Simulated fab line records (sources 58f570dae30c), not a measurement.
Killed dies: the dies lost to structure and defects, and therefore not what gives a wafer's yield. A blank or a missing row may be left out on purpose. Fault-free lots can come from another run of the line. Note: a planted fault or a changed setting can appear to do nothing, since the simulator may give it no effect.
The tool behind it: which one? :: flow berkeleyCmos170 :: route of 331 steps, sampled at 1 step: 12 lots, 36 wafers

WHAT THE GAUGES SHOWED, per wafer
The record holds no reading of a measuring or inspecting step that can be judged against a usual standard deviation.

WHAT TOOL EACH LOT RAN ON (gives the tool, then ch and the chambers of the sampled wafers, and finally the start)
lot: L475
UCB170_GATE_ETCH_15: rieSi-01 ch 0,1,3, day 5 23:29

lot: L476
UCB170_GATE_ETCH_15: rieSi-02 ch 0,2, day 6 07:46

lot: L480
UCB170_GATE_ETCH_15: rieSi-01 ch 1,2, day 6 19:37

lot: L478
UCB170_GATE_ETCH_15: rieSi-02 ch 0,1,3, day 6 19:38

lot: L479
UCB170_GATE_ETCH_15: rieSi-01 ch 1,2, day 6 19:55

lot: L477
UCB170_GATE_ETCH_15: rieSi-02 ch 0,3, day 6 23:00

lot: L483
UCB170_GATE_ETCH_15: rieSi-02 ch 1,2,3, day 7 23:40

lot: L488
UCB170_GATE_ETCH_15: rieSi-02 ch 0,1,3, day 8 18:17

lot: L491
UCB170_GATE_ETCH_15: rieSi-01 ch 1,2,3, day 9 05:20

lot: L492
UCB170_GATE_ETCH_15: rieSi-01 ch 0,1, day 9 13:22

lot: L495
UCB170_GATE_ETCH_15: rieSi-01 ch 0,1,2, day 10 04:11

lot: L497
UCB170_GATE_ETCH_15: rieSi-01 ch 1,3, day 10 15:10
- UCB170_GATE_ETCH_15: etches poly-Si in HBr/Cl2, stops on SiO2, time 56.3 s, target depth 278.2 nm.

AS READ BY THE TOOLS THEMSELVES (means over the sampled wafers that have a number; for cases with no such wafer, the mark the record gives instead)
UCB170_GATE_ETCH_15.
lot: L475
tool: rieSi-01
drypumpMotorCurrentA (A): 5.80
oesProductAu (a.u.): 0.817
runLengthS (s): 84.6
throttleValvePct (%): 26.41

lot: L476
tool: rieSi-02
drypumpMotorCurrentA (A): 5.85
oesProductAu (a.u.): 0.825
runLengthS (s): 84.3
throttleValvePct (%): 26.48

lot: L480
tool: rieSi-01
drypumpMotorCurrentA (A): 5.36
oesProductAu (a.u.): 0.822
runLengthS (s): 84.6
throttleValvePct (%): 26.32

lot: L478
tool: rieSi-02
drypumpMotorCurrentA (A): 5.76
oesProductAu (a.u.): 0.815
runLengthS (s): 84.8
throttleValvePct (%): 26.54

lot: L479
tool: rieSi-01
drypumpMotorCurrentA (A): 5.24
oesProductAu (a.u.): 0.820
runLengthS (s): 84.4
throttleValvePct (%): 26.51

lot: L477
tool: rieSi-02
drypumpMotorCurrentA (A): 5.69
oesProductAu (a.u.): 0.807
runLengthS (s): 84.9
throttleValvePct (%): 26.63

lot: L483
tool: rieSi-02
drypumpMotorCurrentA (A): 5.90
oesProductAu (a.u.): 0.836
runLengthS (s): 84.8
throttleValvePct (%): 26.42

lot: L488
tool: rieSi-02
drypumpMotorCurrentA (A): 5.76
oesProductAu (a.u.): 0.870
runLengthS (s): 77.5
throttleValvePct (%): 26.54

lot: L491
tool: rieSi-01
drypumpMotorCurrentA (A): 5.52
oesProductAu (a.u.): 0.837
runLengthS (s): 84.6
throttleValvePct (%): 26.38

lot: L492
tool: rieSi-01
drypumpMotorCurrentA (A): 5.65
oesProductAu (a.u.): 0.819
runLengthS (s): 84.4
throttleValvePct (%): 26.34

lot: L495
tool: rieSi-01
drypumpMotorCurrentA (A): 5.52
oesProductAu (a.u.): 0.825
runLengthS (s): 84.2
throttleValvePct (%): 26.52

lot: L497
tool: rieSi-01
drypumpMotorCurrentA (A): 5.80
oesProductAu (a.u.): 0.820
runLengthS (s): 85.0
throttleValvePct (%): 26.23

THE ANSWER, worked out from the rows above alone
Rule: usual is defined by the lots themselves. The widest of any qualifying gaps counts: lots, ordered by their means at a reading, are off when they make up no more than a third of the lots, leave a main group of 4 or more, and stand apart from it by 3 or more times the standard deviation of that group's means. If all means in a main group match to the digits the tables above print for the reading, that group is not used. A lot without any number at a reading at which 4 lots or more have one is off too. All remaining lots with rows at the step are treated as sound. First the gauges in route order, then the tools' own readings, where a lot's mean is used as printed above. The first step at which some lot is off is used, and at that step the reading that is off furthest; a lot without a number counts as furthest.
Off: L488, at UCB170_GATE_ETCH_15 (runLengthS). The main group has a mean of 84.6 s with a standard deviation of 0.24.
A tool fits if, at that step or a process step before it, it ran every lot that is off, and no sound lot after the first of them. One candidate fits, namely rieSi-02 at UCB170_GATE_ETCH_15. Its last sound lot is L483 (day 7 23:40), its first lot that is off L488 (day 8 18:17): a fault that began between those two fits.
The tool's own readings at UCB170_GATE_ETCH_15 bear it out: on the lots that are off they differ by more than 5 times the standard deviation of the sound lots' means. oesProductAu reads 0.870 a.u. there against 0.822 a.u. on the sound lots; runLengthS reads 77.5 s there against 84.6 s on the sound lots.

WHAT THE SIMULATOR HAD PUT IN
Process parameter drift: rieSi-02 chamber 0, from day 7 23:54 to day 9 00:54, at UCB170_GATE_ETCH_15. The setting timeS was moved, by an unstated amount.
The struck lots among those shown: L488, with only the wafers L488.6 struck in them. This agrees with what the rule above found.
